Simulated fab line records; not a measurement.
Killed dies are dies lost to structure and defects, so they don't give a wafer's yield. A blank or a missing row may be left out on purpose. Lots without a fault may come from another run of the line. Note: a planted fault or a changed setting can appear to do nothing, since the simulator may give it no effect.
Comparing a struck lot with a sound one || flow ritCmos || 22 steps out of a route of 202
Sound: these wafers, L708.4, L708.5, L708.6. The struck wafers were L720.1, L720.3, L720.4. The cause is named last.
For every step that has rows: the tool of each side, followed by ch and its chambers, followed by its first start. Under that, the readings that differ: sound wafers || struck wafers || difference of the means || sigmas: that difference in standard deviations of wafers without a fault.
alike: readings with means less than 2 such deviations apart, plus words and numbers identical on both sides. not compared: withheld readings, readings lacking a value on some wafer, bounds such as >300 that could conceal the same value, and numbers that have no deviation in the record and whose values overlap.
A row with sigmas, a row that says differs or no value, or rows on one side alone: a step with any of these is where the two part. Numbers that don't overlap but have no deviation are shown without sigmas and don't part them. Lack of a reading on every wafer of one side parts them only where that side has two or more wafers.

first, 2 steps without rows for these wafers: RIT_NSD_HARDBAKE_07 (time 60 s); RIT_NSD_IMPLANT_08.
RIT_NSD_STRIP_09: strips in O2, time 180 s.
  sound on plasmaAsher-01 ch 0,1, day 5 03:49; struck on plasmaAsher-02 ch 0,1, day 7 16:17
  alike: drypumpMotorCurrentA
  not compared: rfHoursCounterH
RIT_NSD_TW_MEAS_10:
  sound on filmMetro-03, day 5 03:58; struck on filmMetro-03, day 7 16:28
  alike: NSD_TW
then, 6 steps without rows for these wafers: RIT_PSD_HMDS_00 (prime time 60 s); RIT_PSD_COAT_01 (resist thk 1000 nm); RIT_PSD_SOFTBAKE_02 (time 60 s); RIT_PSD_EXPOSE_03 (exposes mask M10, target cd 40900 nm); RIT_PSD_PEB_04; RIT_PSD_DEVELOP_05 (develop time 50 s).
RIT_PSD_OVL_MEAS_06:
  sound on overlay-01, day 5 04:59; struck on overlay-01, day 7 17:30
  alike: PSD_OVL
then, 1 step without rows for these wafers: RIT_PSD_HARDBAKE_07 (time 60 s).
RIT_PSD_IMPLANT_08:
  sound on implanter-02 ch 0, day 5 05:13; struck on implanter-01 ch 0, day 7 17:41
  alike: beamOnS
RIT_PSD_STRIP_09: strips in O2, time 180 s.
  sound on plasmaAsher-03 ch 0,1, day 5 05:22; struck on plasmaAsher-02 ch 0,1, day 7 17:50
  alike: drypumpMotorCurrentA
  not compared: rfHoursCounterH
RIT_PSD_TW_MEAS_10:
  sound on filmMetro-03, day 5 05:30; struck on filmMetro-02, day 7 18:01
  alike: PSD_TW
then, 3 steps without rows for these wafers: RIT_SDANNEAL_CLEAN_00 (cleans in SC1, time 600 s); RIT_SDANNEAL_CLEAN_01 (cleans in dHF, time 30 s); RIT_SDANNEAL_CLEAN_02 (cleans in SC2, time 600 s).
RIT_SDANNEAL_RTA_03: time 5 s.
  sound on rtpAnneal-01 ch 0, day 5 05:58; struck on rtpAnneal-01 ch 0, day 7 18:26
  alike: annealTempCMax, wafer_temp_C_max
RIT_SDANNEAL_RS_MEAS_04: measurement is done with a four-point probe.
  sound on filmMetro-02, day 5 06:05; struck on filmMetro-03, day 7 18:29
{"reading": "PSD_RS (ohm/sq)", "sound": "116.3 115.9 116.4", "struck": "- - -", "difference": "no value on the struck wafers", "sigmas": ""}
RIT_SDANNEAL_RS_MEAS_05: measurement is done with a four-point probe.
  sound on filmMetro-02, day 5 06:12; struck on filmMetro-03, day 7 18:37
  alike: NSD_RS
after that, 1 step had no rows for these wafers: RIT_M1_PROBE_99.

## WHERE THEY PART
Only at RIT_SDANNEAL_RS_MEAS_04, as far as this record shows. Later steps at which nothing parts them and some readings are alike: RIT_SDANNEAL_RS_MEAS_05.

WHY: what had been put in by the simulator
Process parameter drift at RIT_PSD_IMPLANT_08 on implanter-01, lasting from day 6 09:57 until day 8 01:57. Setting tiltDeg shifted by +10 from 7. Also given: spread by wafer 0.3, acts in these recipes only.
